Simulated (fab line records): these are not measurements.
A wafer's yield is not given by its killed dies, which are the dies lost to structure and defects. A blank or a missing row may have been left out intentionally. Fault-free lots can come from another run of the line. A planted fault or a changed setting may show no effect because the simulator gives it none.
The same fault as seen by 2 desks :: flow berkeley cmos170 :: only its own numbers are on each desk; what lay behind them is given at the end

## THE METROLOGY DESK
What the gauges read for every lot (on any tool): the sampled wafers with a number, averaged. Any lot whose mean is over 4 standard deviations away from the usual mean is out of limits and marked OUT; that distance is given in the brackets.
Columns: A = PSD_TW at UCB170_PSD_TW_MEAS_10, usual 2329; B = cd nm at UCB170_NSD_CD_MEAS_06, usual 1199.7 nm; C = SILICIDE_TI_RS at UCB170_SILICIDE_RS_MEAS_02, usual 26.20 ohm/sq; D = SILICIDE_TI_THK at UCB170_SILICIDE_THK_MEAS_03, usual 30.49 nm
lot: L877
first seen here: day 7 19:31
A: 2327
B: 1199.2
C: 26.38
D: 30.17

lot: L878
first seen here: day 8 15:42
A: 2341
B: 1200.8
C: 26.41
D: 30.31

lot: L879
first seen here: day 8 15:58
A: 2331
B: 1199.3
C: 26.03
D: 30.57

lot: L880
first seen here: day 8 16:03
A: 2327
B: 1199.4
C: 26.25
D: 30.34

lot: L881
first seen here: day 8 16:18
A: 2334
B: 1200.8
C: 26.34
D: 30.32

lot: L883
first seen here: day 9 18:50
A: 2335
B: 1199.2
C: 25.99
D: 30.75

lot: L886
first seen here: day 10 07:46
A: 2330
B: 1199.4
C: 26.07
D: 30.61

lot: L887
first seen here: day 10 08:02
A: 2328
B: 1198.6
C: 26.26
D: 30.55

lot: L891
first seen here: day 11 08:24
A: 2303
B: 1200.5
C: 26.05
D: 30.69

lot: L895
first seen here: day 12 08:00
A: 2336
B: 1197.8
C: 18.76 (-29) OUT
D: 40.66 (+35) OUT

lot: L897
first seen here: day 12 19:50
A: 2337
B: 1201.1
C: 26.01
D: 30.71

lot: L898
first seen here: day 12 20:00
A: 2327
B: 1200.0
C: 26.15
D: 30.54

lot: L896
first seen here: day 12 20:20
A: 2317
B: 1197.8
C: 18.99 (-28) OUT
D: 40.23 (+34) OUT

lot: L899
first seen here: day 13 03:10
A: 2321
B: 1198.3
C: 26.54
D: 30.14
This desk's result: L895, L896 out of limits, first on L895 (SILICIDE_TI_RS at UCB170_SILICIDE_RS_MEAS_02), day 12 12:01. L877, L878, L879, L880, L881, L883, L886, L887, L891, L897, L898, L899 stayed within limits.

## TOOL OWNER'S DESK, pvd sputter-01
The tool's own readings at UCB170_SILICIDE_SPUTTER_01 (material Ti, target thk 30 nm, time 25 s): means of the sampled wafers that have a number, for each lot that ran on this tool. Any lot whose mean is over 4 standard deviations away from the usual mean is out of limits and marked OUT; that distance is given in the brackets.
Columns: A = throttle valve pct at UCB170_SILICIDE_SPUTTER_01, usual 29.9 %
lot: L878
first seen here: day 8 18:49
A: 28.9

lot: L881
first seen here: day 8 19:39
A: 29.3

lot: L883
first seen here: day 10 00:11
A: 30.5

lot: L887
first seen here: day 10 11:19
A: 30.6

lot: L895
first seen here: day 12 11:56
A: 29.6

lot: L896
first seen here: day 13 00:32
A: 29.2
This desk found nothing out of limits on any of the 6 lots.

## BROUGHT TOGETHER
L895, L896 would have let the metrology desk raise an alarm at day 12 12:01.
The tool owner's desk saw nothing out of limits.
Tool owner's desk: L895, L896 on record, inside its limits.
Of the lots named, all ran UCB170_SILICIDE_SPUTTER_01 on pvd sputter-01.

## WHAT HAD BEEN PUT IN BY THE SIMULATOR
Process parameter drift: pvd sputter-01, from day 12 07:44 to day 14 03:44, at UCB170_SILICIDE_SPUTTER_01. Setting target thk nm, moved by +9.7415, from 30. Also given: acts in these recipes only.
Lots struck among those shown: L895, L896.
Hours from the fault's start to each desk's first reading out of limits: the metrology desk, 4.
